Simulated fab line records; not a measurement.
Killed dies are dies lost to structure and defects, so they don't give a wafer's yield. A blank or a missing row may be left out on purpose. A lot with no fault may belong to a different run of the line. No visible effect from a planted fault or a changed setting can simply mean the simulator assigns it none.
A lot that was struck, set against a sound lot + flow ritCmos + 14 steps out of a route of 202
Sound: these wafers, L104.1, L104.2, L104.4. Wafers L105.1, L105.2, L105.5 were the ones struck. The cause is given at the end.
Per side, at each step with rows, come the tool, then ch with its chambers, and then its first start. Under that, the readings that differ: sound wafers + struck wafers + difference of the means + sigmas: that difference in standard deviations of wafers without a fault.
alike: readings whose means differ by less than 2 such deviations, and words and numbers that are the same on both sides. not compared: withheld readings, readings that some wafer has no value for, bounds like >300 that may hide the same value, and numbers for which the record gives no deviation and whose values overlap.
Wherever a step has rows on one side only, a row that says differs or no value, or a row with sigmas, the two part there. Numbers that don't overlap but have no deviation are shown without sigmas and don't part them. Lack of a reading on every wafer of one side parts them only where that side has two or more wafers.

RIT_CONTACT_STRIP_12: strips in O2, time 180 s.
  sound on plasmaAsher-02 ch 0,1, day 5 11:05; struck on plasmaAsher-04 ch 0,1, day 5 17:10
  alike: drypumpMotorCurrentA
  not compared: rfHoursCounterH
RIT_CONTACT_CD_MEAS_90: the cd target is 1000 nm.
  sound on cdSem-02, day 5 11:16; struck on cdSem-02, day 5 17:20
| reading   | sound                | struck            | difference | sigmas |
|-----------|----------------------|-------------------|------------|--------|
| cdNm (nm) | 1002.2 1004.3 1003.9 | 998.2 996.9 998.4 | -5.6       | -2     |
then, 2 steps without rows for these wafers: RIT_CONTACT_CLEAN_13 (cleans in SC1, time 600 s); RIT_CONTACT_CLEAN_14 (cleans in SC2, time 600 s).
RIT_M1_SPUTTER_00: material Al, target thk 400 nm, time 500 s.
  sound on pvdSputter-03, day 5 11:46; struck on pvdSputter-02, day 5 17:50
  alike: throttleValvePct
RIT_M1_RS_MEAS_01: measurement is done with a four-point probe.
  sound on filmMetro-03, day 5 12:04; struck on filmMetro-01, day 5 18:07
  alike: M1_AL_RS
RIT_M1_THK_MEAS_02: measures by xrf.
  sound on filmMetro-03, day 5 12:11; struck on filmMetro-01, day 5 18:14
  alike: M1_AL_THK
then, 5 steps without rows for these wafers: RIT_M1_HMDS_03 (prime time 60 s); RIT_M1_COAT_04 (resist thk 1300 nm); RIT_M1_SOFTBAKE_05 (time 60 s); RIT_M1_EXPOSE_06 (exposes mask M12, target cd 2600 nm); RIT_M1_PEB_07.
RIT_M1_DEVELOP_08: develop time 68 s.
  struck on lithoTrack-04, day 5 19:00; sound on lithoTrack-04 ch 0, day 5 12:00
  no value came back on the struck wafers for chillPlateTempC (C), developTimeS (s); on the sound wafers chillPlateTempC (C) reads 22.88 22.88 22.99
RIT_M1_CD_MEAS_09: the cd target is 2600 nm.
  sound on cdSem-02, day 5 13:07; struck on cdSem-02, day 5 19:19
| reading   | sound                | struck | difference                    | sigmas |
|-----------|----------------------|--------|-------------------------------|--------|
| cdNm (nm) | 2600.0 2599.1 2601.7 | - - -  | no value on the struck wafers |        |

== WHERE THEY PART ==
First at RIT_CONTACT_CD_MEAS_90; last, within this record, at RIT_M1_CD_MEAS_09.

WHY: what the simulator had put in
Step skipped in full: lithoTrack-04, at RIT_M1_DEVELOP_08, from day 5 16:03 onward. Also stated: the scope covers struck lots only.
